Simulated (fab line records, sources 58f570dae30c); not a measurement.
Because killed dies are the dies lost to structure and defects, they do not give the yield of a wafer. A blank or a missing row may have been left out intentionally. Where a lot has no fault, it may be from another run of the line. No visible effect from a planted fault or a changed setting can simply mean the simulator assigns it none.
Which tool is to blame? :: flow berkeleyCmos170 :: Sampling: 15 lots, 45 wafers, 3 of 331 route steps

WHAT EACH GAUGE READ, for each wafer
UCB170_NSD_TW_MEAS_10. Usual: NSD_TW 4192, standard deviation 43.
lot: L185
measured: day 7 19:27
on: filmMetro-04
NSD_TW: 4265 4242 4273
flag: 

lot: L196
measured: day 9 22:15
on: filmMetro-02
NSD_TW: 30 30 30 30 30 30
flag: OFF

lot: L194
measured: day 9 22:20
on: filmMetro-04
NSD_TW: 30 30 30 30 30 30
flag: OFF

lot: L199
measured: day 10 15:52
on: filmMetro-01
NSD_TW: 4169 4160 4137
flag: 

lot: L195
measured: day 10 15:59
on: filmMetro-04
NSD_TW: 30 30 30 30 30 30
flag: OFF

lot: L198
measured: day 10 16:09
on: filmMetro-01
NSD_TW: 4161 4152 4141
flag: 

lot: L197
measured: day 10 16:23
on: filmMetro-04
NSD_TW: 4227 4229 4240
flag: 

lot: L201
measured: day 11 04:40
on: filmMetro-04
NSD_TW: 4227 4214 4238
flag: 

lot: L202
measured: day 11 23:01
on: filmMetro-04
NSD_TW: 4227 4225 4261
flag: 

lot: L207
measured: day 12 09:19
on: filmMetro-04
NSD_TW: 4264 4251 4244
flag: 

lot: L203
measured: day 12 09:22
on: filmMetro-02
NSD_TW: 4138 4163 4124
flag: 

lot: L205
measured: day 12 10:07
on: filmMetro-01
NSD_TW: 4156 4199 4139
flag: 

lot: L206
measured: day 12 10:23
on: filmMetro-01
NSD_TW: 4140 4154 4137
flag: 

lot: L204
measured: day 12 10:47
on: filmMetro-01
NSD_TW: 4141 4163 4152
flag: 

lot: L208
measured: day 12 18:11
on: filmMetro-01
NSD_TW: 4126 4167 4147
flag: 

WHAT TOOL EACH LOT RAN ON (gives the tool, then ch and the chambers of the sampled wafers, and finally the start)
lot: L185
UCB170_PSD_STRIP_09: plasmaAsher-02 ch 0,1, day 7 17:07
UCB170_NSD_STRIP_09: plasmaAsher-04 ch 0,1, day 7 19:20

lot: L196
UCB170_PSD_STRIP_09: plasmaAsher-03 ch 0,1, day 9 19:04
UCB170_NSD_STRIP_09: plasmaAsher-02 ch 0,1, day 9 22:08

lot: L194
UCB170_PSD_STRIP_09: plasmaAsher-02 ch 0,1, day 9 19:18
UCB170_NSD_STRIP_09: plasmaAsher-01 ch 0,1, day 9 22:13

lot: L199
UCB170_PSD_STRIP_09: plasmaAsher-04 ch 0,1, day 10 13:41
UCB170_NSD_STRIP_09: plasmaAsher-02 ch 1, day 10 15:46

lot: L195
UCB170_PSD_STRIP_09: plasmaAsher-02 ch 0,1, day 10 13:48
UCB170_NSD_STRIP_09: plasmaAsher-01 ch 0,1, day 10 15:53

lot: L198
UCB170_PSD_STRIP_09: plasmaAsher-03 ch 0,1, day 10 14:04
UCB170_NSD_STRIP_09: plasmaAsher-04 ch 0,1, day 10 16:02

lot: L197
UCB170_PSD_STRIP_09: plasmaAsher-04 ch 0,1, day 10 14:16
UCB170_NSD_STRIP_09: plasmaAsher-01 ch 0,1, day 10 16:17

lot: L201
UCB170_PSD_STRIP_09: plasmaAsher-04 ch 0,1, day 11 02:58
UCB170_NSD_STRIP_09: plasmaAsher-01 ch 0,1, day 11 04:34

lot: L202
UCB170_PSD_STRIP_09: plasmaAsher-03 ch 0,1, day 11 21:04
UCB170_NSD_STRIP_09: plasmaAsher-02 ch 0,1, day 11 22:55

lot: L207
UCB170_PSD_STRIP_09: plasmaAsher-02 ch 0,1, day 12 07:02
UCB170_NSD_STRIP_09: plasmaAsher-02 ch 0,1, day 12 09:13

lot: L203
UCB170_PSD_STRIP_09: plasmaAsher-04 ch 0,1, day 12 07:10
UCB170_NSD_STRIP_09: plasmaAsher-04 ch 0,1, day 12 09:16

lot: L205
UCB170_PSD_STRIP_09: plasmaAsher-02 ch 0,1, day 12 07:19
UCB170_NSD_STRIP_09: plasmaAsher-01 ch 0,1, day 12 10:01

lot: L206
UCB170_PSD_STRIP_09: plasmaAsher-04 ch 0,1, day 12 07:26
UCB170_NSD_STRIP_09: plasmaAsher-02 ch 0,1, day 12 10:17

lot: L204
UCB170_PSD_STRIP_09: plasmaAsher-03 ch 0,1, day 12 07:28
UCB170_NSD_STRIP_09: plasmaAsher-01 ch 0,1, day 12 10:34

lot: L208
UCB170_PSD_STRIP_09: plasmaAsher-03 ch 0,1, day 12 15:53
UCB170_NSD_STRIP_09: plasmaAsher-02 ch 0,1, day 12 18:04
- UCB170_PSD_STRIP_09: strips in O2.
- UCB170_NSD_STRIP_09: strips in O2.

AS READ BY THE TOOLS THEMSELVES (means over the sampled wafers that have a number; for cases with no such wafer, the mark the record gives instead)
UCB170_PSD_STRIP_09. Usual: chamberPressureMTorr 3501 mTorr, standard deviation 3.2; drypumpMotorCurrentA 5.7 A, standard deviation 0.5; oesProductAu 0.600 a.u., standard deviation 0.0046; stripTimeToEndpointS 29.35 s, standard deviation 0.061.
lot: L185
tool: plasmaAsher-02
chamberPressureMTorr (mTorr): 3501
drypumpMotorCurrentA (A): 5.3
oesProductAu (a.u.): 0.604
stripTimeToEndpointS (s): 29.40
flag: 

lot: L196
tool: plasmaAsher-03
chamberPressureMTorr (mTorr): -
drypumpMotorCurrentA (A): -
oesProductAu (a.u.): -
stripTimeToEndpointS (s): -
flag: OFF

lot: L194
tool: plasmaAsher-02
chamberPressureMTorr (mTorr): -
drypumpMotorCurrentA (A): -
oesProductAu (a.u.): -
stripTimeToEndpointS (s): -
flag: OFF

lot: L199
tool: plasmaAsher-04
chamberPressureMTorr (mTorr): 3502
drypumpMotorCurrentA (A): 6.1
oesProductAu (a.u.): 0.601
stripTimeToEndpointS (s): 29.29
flag: 

lot: L195
tool: plasmaAsher-02
chamberPressureMTorr (mTorr): -
drypumpMotorCurrentA (A): -
oesProductAu (a.u.): -
stripTimeToEndpointS (s): -
flag: OFF

lot: L198
tool: plasmaAsher-03
chamberPressureMTorr (mTorr): 3498
drypumpMotorCurrentA (A): 6.0
oesProductAu (a.u.): 0.601
stripTimeToEndpointS (s): 29.32
flag: 

lot: L197
tool: plasmaAsher-04
chamberPressureMTorr (mTorr): 3502
drypumpMotorCurrentA (A): 5.9
oesProductAu (a.u.): 0.602
stripTimeToEndpointS (s): 29.34
flag: 

lot: L201
tool: plasmaAsher-04
chamberPressureMTorr (mTorr): 3497
drypumpMotorCurrentA (A): 5.9
oesProductAu (a.u.): 0.595
stripTimeToEndpointS (s): 29.29
flag: 

lot: L202
tool: plasmaAsher-03
chamberPressureMTorr (mTorr): 3500
drypumpMotorCurrentA (A): 5.6
oesProductAu (a.u.): 0.598
stripTimeToEndpointS (s): 29.29
flag: 

lot: L207
tool: plasmaAsher-02
chamberPressureMTorr (mTorr): 3499
drypumpMotorCurrentA (A): 5.3
oesProductAu (a.u.): 0.602
stripTimeToEndpointS (s): 29.33
flag: 

lot: L203
tool: plasmaAsher-04
chamberPressureMTorr (mTorr): 3500
drypumpMotorCurrentA (A): 6.1
oesProductAu (a.u.): 0.598
stripTimeToEndpointS (s): 29.40
flag: 

lot: L205
tool: plasmaAsher-02
chamberPressureMTorr (mTorr): 3505
drypumpMotorCurrentA (A): 5.3
oesProductAu (a.u.): 0.598
stripTimeToEndpointS (s): 29.26
flag: 

lot: L206
tool: plasmaAsher-04
chamberPressureMTorr (mTorr): 3503
drypumpMotorCurrentA (A): 5.9
oesProductAu (a.u.): 0.597
stripTimeToEndpointS (s): 29.33
flag: 

lot: L204
tool: plasmaAsher-03
chamberPressureMTorr (mTorr): 3503
drypumpMotorCurrentA (A): 5.6
oesProductAu (a.u.): 0.600
stripTimeToEndpointS (s): 29.41
flag: 

lot: L208
tool: plasmaAsher-03
chamberPressureMTorr (mTorr): 3503
drypumpMotorCurrentA (A): 6.0
oesProductAu (a.u.): 0.600
stripTimeToEndpointS (s): 29.36
flag: 

UCB170_NSD_STRIP_09. Usual: chamberPressureMTorr 3500 mTorr, standard deviation 3.2; drypumpMotorCurrentA 5.9 A, standard deviation 0.5; oesProductAu 0.533 a.u., standard deviation 0.0046; stripTimeToEndpointS 35.80 s, standard deviation 0.082.
lot: L185
tool: plasmaAsher-04
chamberPressureMTorr (mTorr): 3499
drypumpMotorCurrentA (A): 5.9
oesProductAu (a.u.): 0.534
stripTimeToEndpointS (s): 35.90
flag: 

lot: L196
tool: plasmaAsher-02
chamberPressureMTorr (mTorr): 3500
drypumpMotorCurrentA (A): 5.3
oesProductAu (a.u.): 0.619
stripTimeToEndpointS (s): 62.00
flag: OFF

lot: L194
tool: plasmaAsher-01
chamberPressureMTorr (mTorr): 3502
drypumpMotorCurrentA (A): 6.4
oesProductAu (a.u.): 0.624
stripTimeToEndpointS (s): 61.97
flag: OFF

lot: L199
tool: plasmaAsher-02
chamberPressureMTorr (mTorr): 3501
drypumpMotorCurrentA (A): 5.4
oesProductAu (a.u.): 0.535
stripTimeToEndpointS (s): 35.71
flag: 

lot: L195
tool: plasmaAsher-01
chamberPressureMTorr (mTorr): 3499
drypumpMotorCurrentA (A): 6.4
oesProductAu (a.u.): 0.618
stripTimeToEndpointS (s): 62.12
flag: OFF

lot: L198
tool: plasmaAsher-04
chamberPressureMTorr (mTorr): 3498
drypumpMotorCurrentA (A): 5.9
oesProductAu (a.u.): 0.538
stripTimeToEndpointS (s): 35.73
flag: 

lot: L197
tool: plasmaAsher-01
chamberPressureMTorr (mTorr): 3501
drypumpMotorCurrentA (A): 6.4
oesProductAu (a.u.): 0.535
stripTimeToEndpointS (s): 35.78
flag: 

lot: L201
tool: plasmaAsher-01
chamberPressureMTorr (mTorr): 3501
drypumpMotorCurrentA (A): 6.4
oesProductAu (a.u.): 0.536
stripTimeToEndpointS (s): 35.83
flag: 

lot: L202
tool: plasmaAsher-02
chamberPressureMTorr (mTorr): 3500
drypumpMotorCurrentA (A): 5.3
oesProductAu (a.u.): 0.534
stripTimeToEndpointS (s): 35.74
flag: 

lot: L207
tool: plasmaAsher-02
chamberPressureMTorr (mTorr): 3500
drypumpMotorCurrentA (A): 5.3
oesProductAu (a.u.): 0.536
stripTimeToEndpointS (s): 35.72
flag: 

lot: L203
tool: plasmaAsher-04
chamberPressureMTorr (mTorr): 3501
drypumpMotorCurrentA (A): 5.9
oesProductAu (a.u.): 0.537
stripTimeToEndpointS (s): 35.90
flag: 

lot: L205
tool: plasmaAsher-01
chamberPressureMTorr (mTorr): 3503
drypumpMotorCurrentA (A): 6.4
oesProductAu (a.u.): 0.530
stripTimeToEndpointS (s): 35.79
flag: 

lot: L206
tool: plasmaAsher-02
chamberPressureMTorr (mTorr): 3500
drypumpMotorCurrentA (A): 5.3
oesProductAu (a.u.): 0.534
stripTimeToEndpointS (s): 35.80
flag: 

lot: L204
tool: plasmaAsher-01
chamberPressureMTorr (mTorr): 3501
drypumpMotorCurrentA (A): 6.4
oesProductAu (a.u.): 0.536
stripTimeToEndpointS (s): 35.99
flag: 

lot: L208
tool: plasmaAsher-02
chamberPressureMTorr (mTorr): 3498
drypumpMotorCurrentA (A): 5.3
oesProductAu (a.u.): 0.537
stripTimeToEndpointS (s): 35.79
flag: 

THE ANSWER, worked out from the rows above alone
Rule: a lot counts as off when the mean over its wafers that have a number is more than 3 standard deviations away from the usual mean. A lot without any number at a reading at which 4 lots or more have one is off too. Any other lot the step has rows for is counted as sound. The gauges are gone through in route order, then the tools' own readings, and for those a lot's mean is taken as printed above. The first step at which some lot is off is used, and at that step the reading that is off furthest; a lot without a number counts as furthest.
Off: L196, L194, L195, at UCB170_NSD_TW_MEAS_10 (NSD_TW).
If a tool, at a process step before that reading, ran all the lots that are off and no sound lot after the first of them, it fits. Not tried: the gauges at UCB170_NSD_TW_MEAS_10; whatever is off there is also off at UCB170_PSD_STRIP_09, on other tools, and gauge error can't account for it. No candidate that was tried fits.

WHAT HAD BEEN PUT IN BY THE SIMULATOR
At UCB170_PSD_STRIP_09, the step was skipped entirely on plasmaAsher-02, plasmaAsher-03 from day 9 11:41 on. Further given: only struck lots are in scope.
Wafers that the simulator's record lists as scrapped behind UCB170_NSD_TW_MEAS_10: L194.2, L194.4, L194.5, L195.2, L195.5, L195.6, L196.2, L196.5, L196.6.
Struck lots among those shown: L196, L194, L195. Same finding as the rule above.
